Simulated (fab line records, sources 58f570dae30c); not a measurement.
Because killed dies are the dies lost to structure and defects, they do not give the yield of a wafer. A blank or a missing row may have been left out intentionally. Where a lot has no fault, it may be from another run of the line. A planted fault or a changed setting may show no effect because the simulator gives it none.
Problem report, 8D (eight disciplines) form, completed by code / flow berkeley cmos170 / the parts of the form that need people (team, actions taken, sign-off) are left out

== 1. WHAT WENT WRONG ==
Wafers without a fault read 223.1 s, standard deviation 0.34; run length s at UCB170_M2_METAL_ETCH_18 reads a mean of 227.6 s on 6 wafers belonging to 3 lots. Relative to the usual mean, that is a shift of +13 standard deviations.
The step: etches Al in Cl2/BCl3, stops on SiO2, target depth 1170 nm, time 195 s.
First observed at day 9 17:23: wafer L654.4, on rie metal-02. Wafers with a number at this step in the record: 45, from 15 lots. The rule behind "out" and "out of limits": a value lying over 4 standard deviations away from the usual mean. All remaining wafers that have a number are taken as sound.

== 2. WHAT IT IS; WHAT IT IS NOT ==
question=which readings at this step | is=run length s | is not=drypump motor current A, throttle valve pct
question=which lots | is=L654, L657, L658 | is not=L645, L646, L647, L648, L649, L650, L660, L662, L664, L665, L666, L668
question=which wafers of those lots | is=L654.4, L654.6, L657.1, L657.4, L657.6, L658.1 | is not=L654.2, L658.2, L658.4
question=read on which tools | is=rie metal-02 | is not=rie metal-03, rie metal-04
question=when | is=from day 9 17:23 | is not=up to then (19 sound wafers); but 20 sound wafers of L658, L660, L662, L664, L665, L666, L668 came after

== 3. THE SUSPECTS, EACH WITH WHAT RULES IT OUT ==
Counting: a tool at a process step up to the reading stays a suspect if it ran every lot that is out. Sound lots after the first of them don't rule it out here, since some wafers of a struck lot are sound.
- rie metal-02 at UCB170_M2_METAL_ETCH_18 (etches Al in Cl2/BCl3, stops on SiO2, target depth 1170 nm, time 195 s): kept. Every lot that is out went through it, the first being L654 (day 9 17:23); the last sound lot it ran before that was L650 (day 8 19:02). Its own run length s readings are out on those wafers.
- Within rie metal-02 at UCB170_M2_METAL_ETCH_18: the wafers that are out ran in chamber 1; their sound lot-mates ran in chamber 0.
Left after counting: rie metal-02 at UCB170_M2_METAL_ETCH_18.

== 4. THE CAUSE (what the simulator had put in) ==
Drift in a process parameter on rie metal-02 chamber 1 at UCB170_M2_METAL_ETCH_18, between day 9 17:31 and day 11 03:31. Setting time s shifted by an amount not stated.
Counting left only this tool.

== 5. THE EFFECT CHAIN, in route order ==
One row per reading whose mean, taken over the struck wafers that have a number, lies over 3 standard deviations from the usual. Scope: only readings with a usual standard deviation given in the record; hours: median across lots of the time from each lot's start at the first step in this table that gives one to its start at this step; sigmas: change in usual standard deviations.
hours=0; step=UCB170_M2_METAL_ETCH_18; reading=run length s; usual=223.1 s; on struck wafers=227.6; change=+4.5; sigmas=+13
Process steps it contains:
- UCB170_M2_METAL_ETCH_18: etches Al in Cl2/BCl3, stops on SiO2, target depth 1170 nm, time 195 s.

== 6. HOW IT WOULD HAVE BEEN CAUGHT EARLIER ==
In this record the first reading out of limits was taken at day 9 17:23.
